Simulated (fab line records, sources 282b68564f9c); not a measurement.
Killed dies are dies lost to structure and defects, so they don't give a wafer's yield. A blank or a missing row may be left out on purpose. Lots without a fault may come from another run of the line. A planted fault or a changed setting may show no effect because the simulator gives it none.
A struck lot beside a sound one | flow rit_cmos | 39 steps out of a route of 202
Sound: wafers L208.1, L208.2, L208.6. Struck: wafers L212.2, L212.3, L212.6. The cause comes at the end.
At each step with rows: each side's tool, then ch and its chambers, then its first start. Under that, the readings that differ: sound wafers | struck wafers | difference of the means | sigmas: that difference in standard deviations of wafers without a fault.
alike: readings whose means differ by less than 2 such deviations, and words and numbers that are the same on both sides. not compared: withheld readings, readings that some wafer has no value for, bounds like >300 that may hide the same value, and numbers for which the record gives no deviation and whose values overlap.
The two part at a step that has a row with sigmas, a row that says differs or no value, or rows on one side only. Numbers that don't overlap but have no deviation are shown without sigmas and don't part them. A reading that every wafer of one side lacks parts them only if that side has two wafers or more.

first, 3 steps without rows for these wafers: RIT_GATE_EXPOSE_13 (exposes mask M6, target cd 150 nm); RIT_GATE_PEB_14; RIT_GATE_DEVELOP_15 (develop time 50 s).
RIT_GATE_CD_MEAS_16: target cd 150 nm.
  sound on cd_sem-01, day 5 05:55; struck on cd_sem-02, day 6 03:10
  alike: cd_nm
RIT_GATE_OVL_MEAS_17:
  sound on overlay-01, day 5 06:02; struck on overlay-02, day 6 03:16
  alike: GATE_OVL
then, 1 step without rows for these wafers: RIT_GATE_HARDBAKE_18 (time 60 s).
RIT_GATE_ETCH_19: etches poly-Si in SF6/CHF3/O2, stops on SiO2, time 165 s, target depth 312.5 nm.
  sound on rie_si-02 ch 0,1,2, day 5 06:13; struck on rie_si-02 ch 1,2, day 6 03:27
  alike: drypump_motor_current_A, oes_product_au, throttle_valve_pct
  not compared: rf_hours_counter_h
RIT_GATE_STRIP_20: strips in O2, time 180 s.
  sound on plasma_asher-04 ch 0,1, day 5 06:20; struck on plasma_asher-02 ch 0,1, day 6 03:34
  alike: drypump_motor_current_A
  not compared: rf_hours_counter_h
RIT_GATE_CD_MEAS_90: target cd 150 nm.
  sound on cd_sem-02, day 5 06:31; struck on cd_sem-01, day 6 03:45
  alike: cd_nm
then, 3 steps without rows for these wafers: RIT_REOX_CLEAN_00 (cleans in SC1, time 600 s); RIT_REOX_CLEAN_01 (cleans in dHF, time 30 s); RIT_REOX_CLEAN_02 (cleans in SC2, time 600 s).
RIT_REOX_OXIDATION_03: target thk 25.2 nm, ox time 5580 s.
  sound on furnace-01 ch 0, day 5 07:59; struck on furnace-01 ch 0, day 6 04:52
  reading                   | sound             | struck            | difference | sigmas
  spike_tc_centre_C (C)     | 902.7 901.9 903.1 | 883.5 884.3 881.9 | -19.3      | -18
  zone_power_centre_pct (%) | 39.3 40.6 40.1    | 32.4 31.7 32.3    | -7.9       | -3
  alike: spike_tc_source_C
  not compared: model.SiO2_of_REOX_OXIDATION_03.thk_nm
RIT_REOX_THK_MEAS_04:
  sound on film_metro-04, day 5 10:32; struck on film_metro-01, day 6 07:26
  reading             | sound          | struck         | difference | sigmas
  REOX_OXIDE_THK (nm) | 24.9 25.1 25.6 | 23.4 23.7 24.8 | -1.2       | -3
then, 6 steps without rows for these wafers: RIT_NLDD_HMDS_00 (prime time 60 s); RIT_NLDD_COAT_01 (resist thk 1000 nm); RIT_NLDD_SOFTBAKE_02 (time 60 s); RIT_NLDD_EXPOSE_03 (exposes mask M7, target cd 40700 nm); RIT_NLDD_PEB_04; RIT_NLDD_DEVELOP_05 (develop time 50 s).
RIT_NLDD_OVL_MEAS_06:
  sound on overlay-01, day 5 11:49; struck on overlay-01, day 6 08:20
  alike: NLDD_OVL
then, 2 steps without rows for these wafers: RIT_NLDD_HARDBAKE_07 (time 60 s); RIT_NLDD_IMPLANT_08.
RIT_NLDD_STRIP_09: strips in O2, time 180 s.
  sound on plasma_asher-02 ch 0,1, day 5 12:08; struck on plasma_asher-01 ch 0,1, day 6 08:40
  alike: drypump_motor_current_A
  not compared: rf_hours_counter_h
RIT_NLDD_TW_MEAS_10:
  sound on film_metro-02, day 5 12:19; struck on film_metro-02, day 6 08:51
  alike: NLDD_TW
then, 6 steps without rows for these wafers: RIT_PLDD_HMDS_00 (prime time 60 s); RIT_PLDD_COAT_01 (resist thk 1000 nm); RIT_PLDD_SOFTBAKE_02 (time 60 s); RIT_PLDD_EXPOSE_03 (exposes mask M8, target cd 40900 nm); RIT_PLDD_PEB_04; RIT_PLDD_DEVELOP_05 (develop time 50 s).
RIT_PLDD_OVL_MEAS_06:
  sound on overlay-02, day 5 13:21; struck on overlay-01, day 6 09:53
  alike: PLDD_OVL
then, 2 steps without rows for these wafers: RIT_PLDD_HARDBAKE_07 (time 60 s); RIT_PLDD_IMPLANT_08.
RIT_PLDD_STRIP_09: strips in O2, time 180 s.
  sound on plasma_asher-03 ch 0,1, day 5 13:41; struck on plasma_asher-04 ch 0,1, day 6 10:13
  alike: drypump_motor_current_A
  not compared: rf_hours_counter_h
RIT_PLDD_TW_MEAS_10:
  sound on film_metro-01, day 5 13:52; struck on film_metro-02, day 6 10:23
  alike: PLDD_TW
RIT_SPACER_CLEAN_00: cleans in SC1, time 600 s.
  sound on wet_bench-02 ch 3, day 5 13:55; struck on wet_bench-03 ch 3, day 6 10:26
  not compared: model.SiO2_of_REOX_OXIDATION_03.thk_nm
then, 2 steps without rows for these wafers: RIT_SPACER_CLEAN_01 (cleans in dHF, time 29.54 s); RIT_M1_PROBE_99.

WHERE THEY PART
First at RIT_REOX_OXIDATION_03; last, within this record, at RIT_REOX_THK_MEAS_04. Later steps at which nothing parts them and some readings are alike: RIT_NLDD_OVL_MEAS_06, RIT_NLDD_STRIP_09, RIT_NLDD_TW_MEAS_10, RIT_PLDD_OVL_MEAS_06, RIT_PLDD_STRIP_09, RIT_PLDD_TW_MEAS_10.

WHY: what the simulator had put in
Process parameter drift: furnace-01, from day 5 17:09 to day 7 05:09, at RIT_REOX_OXIDATION_03. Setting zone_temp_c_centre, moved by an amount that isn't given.
